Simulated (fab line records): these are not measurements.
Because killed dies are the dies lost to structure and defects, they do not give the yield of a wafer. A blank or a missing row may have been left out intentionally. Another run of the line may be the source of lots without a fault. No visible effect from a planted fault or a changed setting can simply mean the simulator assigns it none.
Check of tool commonality || flow berkeleyCmos170 || Lots sampled 15, wafers sampled 45

WHAT PROMPTED THE OPENING
3 of 15 lots carry a flag on the reading GATE_OXIDE_THK at UCB170_GATE_THK_MEAS_02. Wafers without a fault read 6.64 nm, standard deviation 0.16.
Rule: a lot gets a flag if all its wafers with a number sit over 4 standard deviations from that mean, or if no wafer of it has a number. As for the other lots, they are considered sound.

{"lot": "L325", "measured": "day 6 16:29", "on": "filmMetro-04", "GATE_OXIDE_THK (nm), wafer by wafer": "6.79 6.91 6.65", "flag": ""}
{"lot": "L324", "measured": "day 6 16:31", "on": "filmMetro-01", "GATE_OXIDE_THK (nm), wafer by wafer": "6.63 6.64 6.58", "flag": ""}
{"lot": "L328", "measured": "day 7 15:59", "on": "filmMetro-02", "GATE_OXIDE_THK (nm), wafer by wafer": "6.73 6.67 6.65", "flag": ""}
{"lot": "L330", "measured": "day 8 03:44", "on": "filmMetro-04", "GATE_OXIDE_THK (nm), wafer by wafer": "10.83 10.75 10.65", "flag": "FLAGGED"}
{"lot": "L333", "measured": "day 8 03:44", "on": "filmMetro-02", "GATE_OXIDE_THK (nm), wafer by wafer": "10.92 11.25 11.20", "flag": "FLAGGED"}
{"lot": "L338", "measured": "day 9 00:46", "on": "filmMetro-01", "GATE_OXIDE_THK (nm), wafer by wafer": "6.71 6.70 6.64", "flag": ""}
{"lot": "L339", "measured": "day 9 00:53", "on": "filmMetro-01", "GATE_OXIDE_THK (nm), wafer by wafer": "6.71 6.69 6.66", "flag": ""}
{"lot": "L334", "measured": "day 9 03:25", "on": "filmMetro-01", "GATE_OXIDE_THK (nm), wafer by wafer": "10.81 10.89 11.01", "flag": "FLAGGED"}
{"lot": "L341", "measured": "day 9 23:49", "on": "filmMetro-01", "GATE_OXIDE_THK (nm), wafer by wafer": "6.62 6.64 6.56", "flag": ""}
{"lot": "L342", "measured": "day 9 23:49", "on": "filmMetro-02", "GATE_OXIDE_THK (nm), wafer by wafer": "6.61 6.62 6.62", "flag": ""}
{"lot": "L340", "measured": "day 9 23:50", "on": "filmMetro-04", "GATE_OXIDE_THK (nm), wafer by wafer": "6.67 6.78 6.78", "flag": ""}
{"lot": "L345", "measured": "day 10 13:58", "on": "filmMetro-01", "GATE_OXIDE_THK (nm), wafer by wafer": "6.44 6.57 6.57", "flag": ""}
{"lot": "L343", "measured": "day 10 13:59", "on": "filmMetro-04", "GATE_OXIDE_THK (nm), wafer by wafer": "6.43 6.39 6.55", "flag": ""}
{"lot": "L344", "measured": "day 10 14:02", "on": "filmMetro-04", "GATE_OXIDE_THK (nm), wafer by wafer": "6.33 6.33 6.26", "flag": ""}
{"lot": "L346", "measured": "day 10 20:58", "on": "filmMetro-04", "GATE_OXIDE_THK (nm), wafer by wafer": "6.38 6.36 6.41", "flag": ""}
On average the flagged lots' numbers are 10.92 nm, which is +4.28 nm against the usual, or +27 standard deviations.

WHICH TOOL EACH LOT WENT THROUGH
Before the reading, the record contains 3 process steps out of a 331-step route. Read each cell as the tool, then ch plus the chambers that the sampled wafers visited, then the start.
{"lot": "L325", "flag": "", "UCB170_NVT_STRIP_08": "plasmaAsher-01 ch 0,1, day 6 09:43", "UCB170_PVT_STRIP_08": "plasmaAsher-01 ch 0,1, day 6 11:07", "UCB170_GATE_OXIDATION_01": "furnace-04 ch 0, day 6 14:58"}
{"lot": "L324", "flag": "", "UCB170_NVT_STRIP_08": "plasmaAsher-02 ch 0,1, day 6 09:55", "UCB170_PVT_STRIP_08": "plasmaAsher-01 ch 0,1, day 6 11:53", "UCB170_GATE_OXIDATION_01": "furnace-04 ch 0, day 6 14:58"}
{"lot": "L328", "flag": "", "UCB170_NVT_STRIP_08": "plasmaAsher-02 ch 0, day 7 09:26", "UCB170_PVT_STRIP_08": "plasmaAsher-01 ch 0,1, day 7 12:03", "UCB170_GATE_OXIDATION_01": "furnace-04 ch 0, day 7 14:28"}
{"lot": "L330", "flag": "FLAGGED", "UCB170_NVT_STRIP_08": "plasmaAsher-01 ch 0, day 7 18:01", "UCB170_PVT_STRIP_08": "plasmaAsher-03 ch 0,1, day 7 20:28", "UCB170_GATE_OXIDATION_01": "furnace-04 ch 0, day 7 23:29"}
{"lot": "L333", "flag": "FLAGGED", "UCB170_NVT_STRIP_08": "plasmaAsher-02 ch 0,1, day 7 18:16", "UCB170_PVT_STRIP_08": "plasmaAsher-01 ch 0, day 7 20:46", "UCB170_GATE_OXIDATION_01": "furnace-04 ch 0, day 7 23:29"}
{"lot": "L338", "flag": "", "UCB170_NVT_STRIP_08": "plasmaAsher-03 ch 0,1, day 8 16:22", "UCB170_PVT_STRIP_08": "plasmaAsher-04 ch 0,1, day 8 20:35", "UCB170_GATE_OXIDATION_01": "furnace-02 ch 0, day 8 23:04"}
{"lot": "L339", "flag": "", "UCB170_NVT_STRIP_08": "plasmaAsher-01 ch 0,1, day 8 16:06", "UCB170_PVT_STRIP_08": "plasmaAsher-03 ch 0,1, day 8 19:20", "UCB170_GATE_OXIDATION_01": "furnace-02 ch 0, day 8 23:04"}
{"lot": "L334", "flag": "FLAGGED", "UCB170_NVT_STRIP_08": "plasmaAsher-02 ch 0,1, day 8 16:42", "UCB170_PVT_STRIP_08": "plasmaAsher-01 ch 0,1, day 8 20:53", "UCB170_GATE_OXIDATION_01": "furnace-02 ch 0, day 8 23:04"}
{"lot": "L341", "flag": "", "UCB170_NVT_STRIP_08": "plasmaAsher-02 ch 0,1, day 9 15:28", "UCB170_PVT_STRIP_08": "plasmaAsher-01 ch 0,1, day 9 19:03", "UCB170_GATE_OXIDATION_01": "furnace-04 ch 0, day 9 22:19"}
{"lot": "L342", "flag": "", "UCB170_NVT_STRIP_08": "plasmaAsher-01 ch 0,1, day 9 15:44", "UCB170_PVT_STRIP_08": "plasmaAsher-04 ch 0,1, day 9 18:47", "UCB170_GATE_OXIDATION_01": "furnace-04 ch 0, day 9 22:19"}
{"lot": "L340", "flag": "", "UCB170_NVT_STRIP_08": "plasmaAsher-02 ch 0,1, day 9 16:00", "UCB170_PVT_STRIP_08": "plasmaAsher-03 ch 0,1, day 9 18:55", "UCB170_GATE_OXIDATION_01": "furnace-04 ch 0, day 9 22:19"}
{"lot": "L345", "flag": "", "UCB170_NVT_STRIP_08": "plasmaAsher-03 ch 0, day 10 04:51", "UCB170_PVT_STRIP_08": "plasmaAsher-03 ch 0,1, day 10 06:31", "UCB170_GATE_OXIDATION_01": "furnace-04 ch 0, day 10 12:28"}
{"lot": "L343", "flag": "", "UCB170_NVT_STRIP_08": "plasmaAsher-01 ch 0, day 10 04:35", "UCB170_PVT_STRIP_08": "plasmaAsher-04 ch 0,1, day 10 06:23", "UCB170_GATE_OXIDATION_01": "furnace-04 ch 0, day 10 12:28"}
{"lot": "L344", "flag": "", "UCB170_NVT_STRIP_08": "plasmaAsher-01 ch 0,1, day 10 05:08", "UCB170_PVT_STRIP_08": "plasmaAsher-01 ch 0,1, day 10 06:38", "UCB170_GATE_OXIDATION_01": "furnace-04 ch 0, day 10 12:28"}
{"lot": "L346", "flag": "", "UCB170_NVT_STRIP_08": "plasmaAsher-03 ch 0,1, day 10 13:22", "UCB170_PVT_STRIP_08": "plasmaAsher-03 ch 0, day 10 14:57", "UCB170_GATE_OXIDATION_01": "furnace-01 ch 0, day 10 19:28"}
These steps, and what they do:
- UCB170_NVT_STRIP_08: strips in O2.
- UCB170_PVT_STRIP_08: strips in O2.
- UCB170_GATE_OXIDATION_01: target thk 6.6 nm, ox time 1800 s.
- UCB170_GATE_THK_MEAS_02

FLAGGED AGAINST TOTAL, ONE TOOL AT A TIME (gauges that did the reading follow at the end)
{"step": "UCB170_NVT_STRIP_08", "tool": "plasmaAsher-01", "lots run": 6, "flagged": 1, "share of the flagged lots": "some", "sound lots run after its first flagged lot": "4 (L339,L342,L343,L344)"}
{"step": "UCB170_NVT_STRIP_08", "tool": "plasmaAsher-02", "lots run": 6, "flagged": 2, "share of the flagged lots": "some", "sound lots run after its first flagged lot": "2 (L341,L340)"}
{"step": "UCB170_NVT_STRIP_08", "tool": "plasmaAsher-03", "lots run": 3, "flagged": 0, "share of the flagged lots": "none", "sound lots run after its first flagged lot": "-"}
{"step": "UCB170_PVT_STRIP_08", "tool": "plasmaAsher-01", "lots run": 7, "flagged": 2, "share of the flagged lots": "some", "sound lots run after its first flagged lot": "2 (L341,L344)"}
{"step": "UCB170_PVT_STRIP_08", "tool": "plasmaAsher-03", "lots run": 5, "flagged": 1, "share of the flagged lots": "some", "sound lots run after its first flagged lot": "4 (L339,L340,L345,L346)"}
{"step": "UCB170_PVT_STRIP_08", "tool": "plasmaAsher-04", "lots run": 3, "flagged": 0, "share of the flagged lots": "none", "sound lots run after its first flagged lot": "-"}
{"step": "UCB170_GATE_OXIDATION_01", "tool": "furnace-01", "lots run": 1, "flagged": 0, "share of the flagged lots": "none", "sound lots run after its first flagged lot": "-"}
{"step": "UCB170_GATE_OXIDATION_01", "tool": "furnace-02", "lots run": 3, "flagged": 1, "share of the flagged lots": "some", "sound lots run after its first flagged lot": 0}
{"step": "UCB170_GATE_OXIDATION_01", "tool": "furnace-04", "lots run": 11, "flagged": 2, "share of the flagged lots": "some", "sound lots run after its first flagged lot": "6 (L340,L341,L342,L343,L344,L345)"}
{"step": "UCB170_GATE_THK_MEAS_02", "tool": "filmMetro-01", "lots run": 6, "flagged": 1, "share of the flagged lots": "some", "sound lots run after its first flagged lot": "2 (L341,L345)"}
{"step": "UCB170_GATE_THK_MEAS_02", "tool": "filmMetro-02", "lots run": 3, "flagged": 1, "share of the flagged lots": "some", "sound lots run after its first flagged lot": "1 (L342)"}
{"step": "UCB170_GATE_THK_MEAS_02", "tool": "filmMetro-04", "lots run": 6, "flagged": 1, "share of the flagged lots": "some", "sound lots run after its first flagged lot": "4 (L340,L343,L344,L346)"}

WHAT IS ALLOWED BY THE TABLE
No row of the table ran every flagged lot.

WHAT HAD BEEN PUT IN BY THE SIMULATOR
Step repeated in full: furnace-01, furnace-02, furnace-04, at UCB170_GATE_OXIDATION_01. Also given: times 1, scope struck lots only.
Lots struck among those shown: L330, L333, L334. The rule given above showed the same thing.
